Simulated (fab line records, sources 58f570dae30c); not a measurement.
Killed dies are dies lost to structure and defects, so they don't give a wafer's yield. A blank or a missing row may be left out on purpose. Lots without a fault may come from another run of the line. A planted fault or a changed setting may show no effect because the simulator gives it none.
One fault seen from 2 desks | flow berkeley_cmos170 | each desk has only its own numbers; what lay behind them comes last

THE TOOL OWNER'S DESK: implanter-01
The tool's own readings at UCB170_PFIELD_IMPLANT_07: means of the sampled wafers that have a number, for each lot that ran on this tool. A lot is out of limits, marked OUT, if its mean lies more than 4 standard deviations from the usual mean; the brackets give that distance.
Columns: A = beam_energy_keV at UCB170_PFIELD_IMPLANT_07, usual 79.998
lot  | first seen here | A
L520 | day 5 17:14     | 80.032
L521 | day 5 22:28     | 79.967
L524 | day 6 13:25     | 80.019
L531 | day 8 05:28     | 51.994 (-99 or more) OUT
L533 | day 8 19:16     | 51.962 (-99 or more) OUT
This desk's finding: out of limits on L531, L533; first on L531, day 8 05:28 (beam_energy_keV at UCB170_PFIELD_IMPLANT_07). In limits: L520, L521, L524.

THE METROLOGY DESK
What the gauges read, lot by lot, whatever tool the lot ran on: means of the sampled wafers that have a number. A lot is out of limits, marked OUT, if its mean lies more than 4 standard deviations from the usual mean; the brackets give that distance.
Columns: A = PFIELD_TW at UCB170_PFIELD_TW_MEAS_09, usual 594.8
lot  | first seen here | A
L517 | day 4 14:40     | 593.7
L518 | day 5 06:27     | 598.1
L520 | day 5 17:28     | 592.6
L521 | day 5 22:41     | 596.4
L522 | day 6 04:22     | 591.8
L524 | day 6 13:38     | 596.4
L527 | day 6 23:22     | 594.5
L526 | day 6 23:38     | 590.9
L531 | day 8 05:43     | 563.4 (-12) OUT
L534 | day 8 19:12     | 598.3
L532 | day 8 19:26     | 596.1
L533 | day 8 19:29     | 561.7 (-13) OUT
L536 | day 9 10:02     | 594.4
L535 | day 9 10:19     | 593.2
This desk's finding: out of limits on L531, L533; first on L531, day 8 05:43 (PFIELD_TW at UCB170_PFIELD_TW_MEAS_09). In limits: L517, L518, L520, L521, L522, L524, L527, L526, L534, L532, L536, L535.

PUT TOGETHER
The tool owner's desk could have raised an alarm at day 8 05:28, on L531, L533.
The metrology desk could have raised an alarm at day 8 05:43, on L531, L533.
Of the lots named, all ran UCB170_PFIELD_IMPLANT_07 on implanter-01.

WHAT THE SIMULATOR HAD PUT IN
Process parameter drift: implanter-01, from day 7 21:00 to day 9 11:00, at UCB170_PFIELD_IMPLANT_07. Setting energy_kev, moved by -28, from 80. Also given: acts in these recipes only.
Lots struck among those shown: L531, L533.
Hours from the fault's start to each desk's first reading out of limits: the tool owner's desk, 8; the metrology desk, 9.
